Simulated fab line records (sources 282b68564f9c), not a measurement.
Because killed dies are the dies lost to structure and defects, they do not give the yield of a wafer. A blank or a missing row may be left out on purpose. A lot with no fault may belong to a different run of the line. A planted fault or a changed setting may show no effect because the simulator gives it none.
fab line records -- flow rit-cmos
[record] lots = 14, wafers = 42, last-day = 7
route steps=202 shown PRETRO@72
lots untouched by any fault: they come from a run of this same line in which no faults occurred
start-h: the number of hours between the record's first day and the start of the first shown wafer of the lot -- wait-h: how many hours have passed since the lot's step before this one -- " the same as in the row above -- L1.1+2: one row covering several wafers at once -- - no value, or no start was given -- * or withheld: withheld -- < > ~ a bound
route shown NAME@n: NAME is a module with steps in the file, n the number in the route of the first one -- usual: mean/standard deviation taken from wafers without a fault -- same: alike in all rows -- chamber/n: place in a boat -- sites: each site's reading -- _std_site: the values' standard deviation -- _edge_site: the outer-site mean with the inner-site mean subtracted -- radius-mm: for every site, how far away it sits from the centre of the wafer -- mask NAME#n: copy n -- behind: the most recent tool/chamber to have shaped the wafer -- hold: why the lot was held/for how many hours/how that ended -- device: names the non-switching transistor (n, p or np) -- end of line: the same wafers' tests at the end of the route -- where a step has no rows: the recipe by itself -- killed: dies lost to structure and defects at the first sort, not the wafer's yield -- map: per-die view of a wafer (x killed, . not killed, _ where there is no die)
set.NAME: the setting as run; set.NAME@STEP: as run at that earlier step -- model.NAME: the simulator's own value behind a step, which no gauge read
a sample of lots followed through the steps of the route, with each step as a table and each wafer as a row
services: the hour from which a tool's chamber was out of use, counted from the record's first day as start-h (under 0 if before that day), plus the number of hours and why
[[steps]]
[step RIT_PRETRO_IMPLANT_08]
[recipe] species = B, energy-kev = 45, dose-cm2 = 1.21e+13, tilt-deg = 7
[usual] beam-energy-keV = 45.001/0.012, faraday-current-uA = 38.3/0.72
lot.wafer,tool,chamber,start-h,wait-h,beam-energy-keV,faraday-current-uA
L662.3,implanter-01,0,32.48,0.2,45.006,37.0
L662.4,implanter-01,0,32.48,0.2,44.992,39.6
L662.6,implanter-01,0,32.48,0.2,45.003,39.1
L663.1,implanter-01,0,36.94,0.2,45.015,37.8
L663.4,implanter-01,0,36.94,0.2,45.003,38.6
L663.5,implanter-01,0,36.94,0.2,45.002,39.3
L665.1,implanter-03,0,45.96,0.2,45.004,38.7
L665.2,implanter-03,0,45.96,0.2,44.986,37.7
L665.5,implanter-03,0,45.96,0.2,44.993,38.5
L666.2,implanter-01,0,51.26,0.2,45.009,38.0
L666.3,implanter-01,0,51.26,0.2,45.002,38.7
L666.4,implanter-01,0,51.26,0.2,45.016,37.5
L667.1,implanter-01,0,58.11,0.2,44.988,38.1
L667.2,implanter-01,0,58.11,0.2,45.012,37.6
L667.3,implanter-01,0,58.11,0.2,45.007,37.4
L669.1,implanter-01,0,66.50,0.2,44.993,38.1
L669.2,implanter-01,0,66.50,0.2,45.003,38.0
L669.4,implanter-01,0,66.50,0.2,44.998,38.0
L670.1,implanter-02,0,70.79,0.2,45.000,36.8
L670.2,implanter-02,0,70.79,0.2,45.008,38.7
L670.5,implanter-02,0,70.79,0.2,44.982,38.4
L672.2,implanter-01,0,81.26,0.2,45.002,39.7
L672.5,implanter-01,0,81.26,0.2,45.034,37.4
L672.6,implanter-01,0,81.26,0.2,45.012,38.2
L673.2,implanter-03,0,87.77,0.2,45.011,39.2
L673.4,implanter-03,0,87.77,0.2,44.990,39.0
L673.6,implanter-03,0,87.77,0.2,44.982,39.2
L676.3,implanter-03,0,102.75,0.2,45.008,38.5
L676.4,implanter-03,0,102.75,0.2,45.008,38.2
L676.5,implanter-03,0,102.75,0.2,44.996,38.0
L679.3,implanter-02,0,117.92,0.2,44.991,37.8
L679.4,implanter-02,0,117.92,0.2,44.986,40.3
L679.6,implanter-02,0,117.92,0.2,44.995,37.6
L681.2,implanter-03,0,126.57,0.2,54.883,38.5
L681.3,implanter-03,0,126.57,0.2,54.894,37.6
L681.5,implanter-03,0,126.57,0.2,54.894,38.1
L682.1,implanter-03,0,131.00,0.2,54.903,38.9
L682.2,implanter-03,0,131.00,0.2,54.892,39.1
L682.5,implanter-03,0,131.00,0.2,54.897,39.0
L685.2,implanter-02,0,147.23,0.2,44.992,38.8
L685.4,implanter-02,0,147.23,0.2,45.006,39.5
L685.6,implanter-02,0,147.23,0.2,45.001,38.3
[step RIT_PRETRO_TW_MEAS_10]
[usual] PRETRO_TW = 475/4.2
lot.wafer,tool,chamber,start-h,wait-h,PRETRO_TW
L662.3,film-metro-04,-,32.78,0.1,475
L662.4,film-metro-04,-,32.78,0.1,474
L662.6,film-metro-04,-,32.78,0.1,475
L663.1,film-metro-04,-,37.27,0.1,476
L663.4,film-metro-04,-,37.27,0.1,474
L663.5,film-metro-04,-,37.27,0.1,475
L665.1,film-metro-02,-,46.28,0.1,472
L665.2,film-metro-02,-,46.28,0.1,473
L665.5,film-metro-02,-,46.28,0.1,474
L666.2,film-metro-01,-,51.57,0.1,481
L666.3,film-metro-01,-,51.57,0.1,479
L666.4,film-metro-01,-,51.57,0.1,482
L667.1,film-metro-04,-,58.44,0.1,472
L667.2,film-metro-04,-,58.44,0.1,472
L667.3,film-metro-04,-,58.44,0.1,474
L669.1,film-metro-01,-,66.83,0.1,482
L669.2,film-metro-01,-,66.83,0.1,480
L669.4,film-metro-01,-,66.83,0.1,479
L670.1,film-metro-01,-,71.12,0.1,479
L670.2,film-metro-01,-,71.12,0.1,481
L670.5,film-metro-01,-,71.12,0.1,483
L672.2,film-metro-04,-,81.57,0.1,468
L672.5,film-metro-04,-,81.57,0.1,470
L672.6,film-metro-04,-,81.57,0.1,469
L673.2,film-metro-04,-,88.08,0.1,469
L673.4,film-metro-04,-,88.08,0.1,470
L673.6,film-metro-04,-,88.08,0.1,472
L676.3,film-metro-01,-,103.05,0.1,480
L676.4,film-metro-01,-,103.05,0.1,481
L676.5,film-metro-01,-,103.05,0.1,482
L679.3,film-metro-02,-,118.22,0.1,469
L679.4,film-metro-02,-,118.22,0.1,470
L679.6,film-metro-02,-,118.22,0.1,469
L681.2,film-metro-01,-,126.88,0.1,491
L681.3,film-metro-01,-,126.88,0.1,492
L681.5,film-metro-01,-,126.88,0.1,492
L682.1,film-metro-02,-,131.33,0.1,489
L682.2,film-metro-02,-,131.33,0.1,485
L682.5,film-metro-02,-,131.33,0.1,487
L685.2,film-metro-04,-,147.54,0.1,473
L685.4,film-metro-04,-,147.54,0.1,470
L685.6,film-metro-04,-,147.54,0.1,475
[[services]]
tool,chamber,start-h,hours,kind
implanter-02,-,17.22,24.4,pm
implanter-03,-,98.97,2.2,repair
[[key]]
[first-sign] step = RIT_PRETRO_IMPLANT_08, reading = beam-energy-keV, direction = up, sigmas = 99+, usual = 45.001, struck = 54.894
[effect] step = RIT_PRETRO_TW_MEAS_10, reading = PRETRO_TW, direction = up, sigmas = 3.5, usual = 475, struck = 489
met-at RIT_PRETRO_IMPLANT_08
struck-lots L681,L682
tester-left-out L681,L682
onset-between 102.75 126.57
[fault] kind = process-parameter-drift, tool = implanter-03, chamber = -, onset-h = 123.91, steps = RIT_PRETRO_IMPLANT_08, channel = energy-kev, offset = 9.9, shape = step, end-h = 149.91, acts-in = these-recipes-only, stated = 45
// tester-left-out: of these lots the tester's yield and bins aren't shown, on N5 and GAA mostly nor the transistor test; their killed dies are dies lost to structure and defects alone, not to doping, threshold or leakage, so they don't give the yield
